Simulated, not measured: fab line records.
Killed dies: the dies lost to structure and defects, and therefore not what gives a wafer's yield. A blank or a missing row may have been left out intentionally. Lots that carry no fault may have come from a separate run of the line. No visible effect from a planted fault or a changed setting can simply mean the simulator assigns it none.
Which of the tools did it? | flow berkeley cmos170 | 39 wafers sampled from 13 lots at 1 step of a route of 331

## WHAT EACH GAUGE READ, for each wafer
UCB170_GATE_CD_MEAS_90 targets a cd of 350 nm.
lot  | measured     | on        | cd nm (nm)
L513 | day 6 12:08  | cd sem-02 | 349.6 350.8 349.0
L517 | day 6 23:46  | cd sem-01 | 350.1 349.7 348.6
L519 | day 7 10:23  | cd sem-01 | 347.9 349.0 350.3
L518 | day 7 10:24  | cd sem-02 | 350.2 347.4 348.7
L521 | day 7 14:39  | cd sem-02 | 351.9 351.5 352.2
L522 | day 8 04:26  | cd sem-02 | 350.2 349.6 348.9
L526 | day 9 06:17  | cd sem-02 | 347.9 348.3 348.6
L531 | day 9 13:58  | cd sem-02 | 346.7 348.2 347.9
L530 | day 9 20:56  | cd sem-02 | 350.3 349.4 347.7
L534 | day 10 10:05 | cd sem-01 | 350.4 350.8 351.2
L533 | day 10 10:14 | cd sem-02 | 346.7 345.5 346.0
L535 | day 10 18:42 | cd sem-02 | 348.5 348.3 348.8
L536 | day 11 00:31 | cd sem-02 | 351.0 348.5 350.3

## TOOL THAT RAN EACH LOT (tool first, then ch and the chambers of the sampled wafers, then the start)
Record: no process step prior to these readings.

## WHAT THE TOOLS THEMSELVES READ (means of the sampled wafers that have a number; where no wafer has one, the mark that the record gives instead)
The record holds no such reading with a usual standard deviation.

## THE ANSWER, worked out from the rows above alone
Rule: what is usual is taken from the lots themselves. Put in order of their means at a reading, lots are off if they are a third of the lots or fewer, leave a main group of 4 or more, and stand apart from it by a gap of 3 or more times the standard deviation of the main group's means; of several such gaps the widest counts. If all means in a main group match to the digits the tables above print for the reading, that group is not used. Also off: a lot with no number at a reading for which 4 or more lots have one. All remaining lots with rows at the step are treated as sound. First the gauges in route order, then the tools' own readings, where a lot's mean is used as printed above. The first step at which some lot is off is used, and at that step the reading that is off furthest; a lot without a number counts as furthest.
None of the lots is off at any reading shown; this tells nothing.

## WHAT THE SIMULATOR PUT IN
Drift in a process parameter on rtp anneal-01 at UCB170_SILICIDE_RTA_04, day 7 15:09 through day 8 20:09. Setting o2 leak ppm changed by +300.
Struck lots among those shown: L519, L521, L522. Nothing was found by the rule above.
